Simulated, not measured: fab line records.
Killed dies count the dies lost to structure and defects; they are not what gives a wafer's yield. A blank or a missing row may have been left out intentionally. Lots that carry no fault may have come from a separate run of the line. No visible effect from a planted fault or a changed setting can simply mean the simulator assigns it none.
A struck lot beside a sound one :: flow berkeley_cmos170 :: 17 steps out of a route of 331
Sound: these wafers, L482.2, L482.3, L482.6. Struck: wafers L488.2, L488.5, L488.6. The cause is given at the end.
Each step with rows lists, per side, the tool, then ch with its chambers, then its first start. Under that, the readings that differ: sound wafers :: struck wafers :: difference of the means :: sigmas: that difference in standard deviations of wafers without a fault.
alike: words and numbers the same on both sides, and readings whose means are apart by under 2 such deviations; not compared: readings that were withheld, readings missing a value for some wafer, numbers with overlapping values and no deviation given by the record, and bounds like >300 which may hide the same value.
The two part at a step that has a row with sigmas, a row that says differs or no value, or rows on one side only. Non-overlapping numbers with no deviation appear without sigmas and do not part them. Lack of a reading on every wafer of one side parts them only where that side has two or more wafers.

first, 1 step without rows for these wafers: UCB170_NWELL_OXIDATION_01 (target thk 26.4 nm, ox time 1260 s).
UCB170_NWELL_THK_MEAS_02:
  struck on film_metro-03, day 4 16:37; sound on film_metro-04, day 3 13:58
  alike: NWELL_OXIDE_THK
then, 2 steps without rows for these wafers: UCB170_NWELL_ANNEAL_03 (time 900 s); UCB170_NWELL_CVD_04 (deposits Si3N4 from SiH2Cl2/NH3, target thk 224 nm, time 3360 s).
UCB170_NWELL_THK_MEAS_05:
  struck on film_metro-04, day 4 23:08; sound on film_metro-04, day 3 22:05
  alike: NWELL_NITRIDE_THK
then, 6 steps without rows for these wafers: UCB170_NWELL_HMDS_06 (prime time 60 s); UCB170_NWELL_COAT_07 (resist thk 900 nm); UCB170_NWELL_SOFTBAKE_08 (time 60 s); UCB170_NWELL_EXPOSE_09 (exposes mask NWELL, target cd 3000 nm); UCB170_NWELL_PEB_10; UCB170_NWELL_DEVELOP_11 (develop time 45 s).
UCB170_NWELL_OVL_MEAS_12:
  struck on overlay-01, day 5 00:19; sound on overlay-02, day 3 23:14
  alike: NWELL_OVL
UCB170_NWELL_ETCH_13: etches Si3N4 in CH3F/Ar/O2, stops on SiO2, target depth 246.4 nm, time 154 s.
  sound on rie_diel-04 ch 1,2, day 3 23:16; struck on rie_diel-04 ch 1,2,3, day 5 00:21
reading: rf_fwd_power_W (W)
sound: 445.8 448.8 445.9
struck: 378.8 377.4 374.9
difference: -69.8
sigmas: -54

reading: model.KrF_of_NWELL_COAT_07.thk_nm (nm)
sound: 726.7 722.6 721.3
struck: 734.4 733.1 730.6
difference: +9.2
sigmas: 
  alike: chamber_pressure_mTorr, drypump_motor_current_A, oes_product_au, throttle_valve_pct
  not compared: rf_hours_counter_h
next, for these wafers, 1 step has no rows: UCB170_NWELL_IMPLANT_14.
UCB170_NWELL_STRIP_15: strips in O2.
  sound on plasma_asher-03 ch 0,1, day 3 23:31; struck on plasma_asher-03 ch 0,1, day 5 00:36
reading: strip_time_to_endpoint_s (s)
sound: 18.15 18.04 18.00
struck: 18.33 18.28 18.24
difference: +0.22
sigmas: +2
  alike: chamber_pressure_mTorr, drypump_motor_current_A, oes_product_au
  not compared: rf_hours_counter_h
UCB170_NWELL_TW_MEAS_16:
  struck on film_metro-02, day 5 00:43; sound on film_metro-04, day 3 23:37
reading: NWELL_TW
sound: 1261 1259 1255
struck: 1239 1232 1240
difference: -21
sigmas: -2
UCB170_M3_PROBE_99:
  the record has rows for the sound wafers here (prober-02, day 10 23:54) and none for the struck ones

== WHERE THEY PART ==
At UCB170_NWELL_ETCH_13 first; at UCB170_M3_PROBE_99 last (within this record only).

WHY: whatever the simulator had introduced
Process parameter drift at UCB170_NWELL_ETCH_13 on rie_diel-04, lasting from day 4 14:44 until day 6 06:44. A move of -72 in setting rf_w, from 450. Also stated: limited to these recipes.
